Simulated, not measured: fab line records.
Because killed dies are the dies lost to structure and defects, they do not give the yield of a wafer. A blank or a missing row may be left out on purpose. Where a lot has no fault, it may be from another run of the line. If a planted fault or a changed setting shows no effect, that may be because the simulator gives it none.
Comparing a struck lot with a sound one | flow ritCmos | 22 out of 202 route steps
Sound: these wafers, L114.3, L114.4, L114.5. Wafers struck: L122.1, L122.2, L122.4. The cause is given at the end.
Per side, at each step with rows, come the tool, then ch with its chambers, and then its first start. Under that, the readings that differ: sound wafers | struck wafers | difference of the means | sigmas: that difference in standard deviations of wafers without a fault.
alike: a reading whose means differ by less than 2 such deviations, as well as words and numbers matching on both sides. not compared: withheld readings; readings where some wafer has no value; bounds like >300 that might hide an equal value; numbers whose values overlap and for which the record gives no deviation.
The two part at a step that has a row with sigmas, a row that says differs or no value, or rows on one side only. Numbers that don't overlap but have no deviation are shown without sigmas and don't part them. A reading missing from all wafers of one side parts the sides only when that side holds two or more wafers.

first, 2 steps without rows for these wafers: RIT_NSD_HARDBAKE_07 (time 60 s); RIT_NSD_IMPLANT_08.
RIT_NSD_STRIP_09: strips in O2, time 180 s.
  sound on plasmaAsher-02 ch 0,1, day 5 13:18; struck on plasmaAsher-03 ch 0,1, day 7 04:05
  alike: drypumpMotorCurrentA
  not compared: rfHoursCounterH
RIT_NSD_TW_MEAS_10:
  sound on filmMetro-02, day 5 13:26; struck on filmMetro-04, day 7 04:16
  alike: NSD_TW
then, 6 steps without rows for these wafers: RIT_PSD_HMDS_00 (prime time 60 s); RIT_PSD_COAT_01 (resist thk 1000 nm); RIT_PSD_SOFTBAKE_02 (time 60 s); RIT_PSD_EXPOSE_03 (exposes mask M10, target cd 40900 nm); RIT_PSD_PEB_04; RIT_PSD_DEVELOP_05 (develop time 50 s).
RIT_PSD_OVL_MEAS_06:
  sound on overlay-01, day 5 14:40; struck on overlay-02, day 7 05:18
  alike: PSD_OVL
then, 1 step without rows for these wafers: RIT_PSD_HARDBAKE_07 (time 60 s).
RIT_PSD_IMPLANT_08:
  sound on implanter-04 ch 0, day 5 14:53; struck on implanter-04 ch 0, day 7 05:29
reading                       | sound                         | struck                        | difference | sigmas
beamOnS (s)                   | 15.0 14.6 14.4                | 10.0 10.1 10.6                | -4.4       | -4
doseIonsCm2                   | 4.996e+15 4.989e+15 4.996e+15 | 1.803e+15 1.796e+15 1.805e+15 | -3.192e+15 | -99 or more
endStationPressureTorr (Torr) | 1.28e-05 1.17e-05 1.35e-05    | 9.3e-06 9.6e-06 9.7e-06       | -3.1e-06   | -3
faradayCurrentUA              | 10291 10618 10706             | 5594 5528 5270                | -5074      | -6
RIT_PSD_STRIP_09: strips in O2, time 180 s.
  sound on plasmaAsher-02 ch 0,1, day 5 15:03; struck on plasmaAsher-02 ch 0,1, day 7 05:38
  alike: drypumpMotorCurrentA
  not compared: rfHoursCounterH
RIT_PSD_TW_MEAS_10:
  sound on filmMetro-04, day 5 15:11; struck on filmMetro-04, day 7 05:49
reading | sound          | struck         | difference | sigmas
PSD_TW  | 3436 3429 3417 | 2924 2944 2929 | -495       | -18
then, 3 steps without rows for these wafers: RIT_SDANNEAL_CLEAN_00 (cleans in SC1, time 600 s); RIT_SDANNEAL_CLEAN_01 (cleans in dHF, time 30 s); RIT_SDANNEAL_CLEAN_02 (cleans in SC2, time 600 s).
RIT_SDANNEAL_RTA_03: time 5 s.
  sound on rtpAnneal-02 ch 0, day 5 15:39; struck on rtpAnneal-01 ch 0, day 7 06:14
  alike: wafer_temp_C_max
RIT_SDANNEAL_RS_MEAS_04: uses a four-point probe to measure.
  sound on filmMetro-02, day 5 15:46; struck on filmMetro-04, day 7 06:18
reading         | sound             | struck            | difference | sigmas
PSD_RS (ohm/sq) | 116.7 116.9 116.6 | 132.0 131.8 131.7 | +15.1      | +46
RIT_SDANNEAL_RS_MEAS_05: uses a four-point probe to measure.
  sound on filmMetro-02, day 5 15:53; struck on filmMetro-04, day 7 06:25
  alike: NSD_RS
RIT_M1_PROBE_99:
  sound on prober-02, day 6 00:10; struck on prober-02, day 7 13:47
reading                           | sound             | struck            | difference | sigmas
model.etest.pmos_0p3.rOnOhmUm     | 6274 6241 6232    | 6992 7017 6925    | +729       | 
model.etest.pmosTurned.rOnOhmUm   | 3460 3530 3413    | 4050 4074 4007    | +576       | 
model.etest.pmos_0p15.rOnOhmUm    | 2761 2760 2708    | 3248 3262 3157    | +479       | 
model.etest.contactPplus.endOhmUm | 43.92 43.19 43.94 | 83.09 83.34 82.11 | +39.16     | 
model.etest.pmos_0p15.driveUaUm   | 261.6 257.4 262.2 | 219.5 220.6 226.8 | -38.1      | 
model.etest.pmos_0p3.driveUaUm    | 103.7 103.6 102.5 | 88.43 89.75 90.83 | -13.60     | 
model.etest.pmosNarrow.driveUaUm  | 104.9 102.7 104.1 | 89.05 89.57 92.04 | -13.68     | 
model.etest.ppolyLine.rsOhmSq     | 16.62 16.43 16.42 | 16.78 16.8 16.77  | +0.29      | 
  alike: killedAtContacts, killedAtFrontEnd, killedDies, killedOpen, killedShort

WHERE THEY PART
First at RIT_PSD_IMPLANT_08; last, within this record, at RIT_SDANNEAL_RS_MEAS_04. Later steps at which nothing parts them and some readings are alike: RIT_SDANNEAL_RS_MEAS_05, RIT_M1_PROBE_99.

WHY: what had been put in by the simulator
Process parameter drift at RIT_PSD_IMPLANT_08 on implanter-04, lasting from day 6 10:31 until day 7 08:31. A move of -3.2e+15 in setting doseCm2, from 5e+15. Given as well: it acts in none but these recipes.
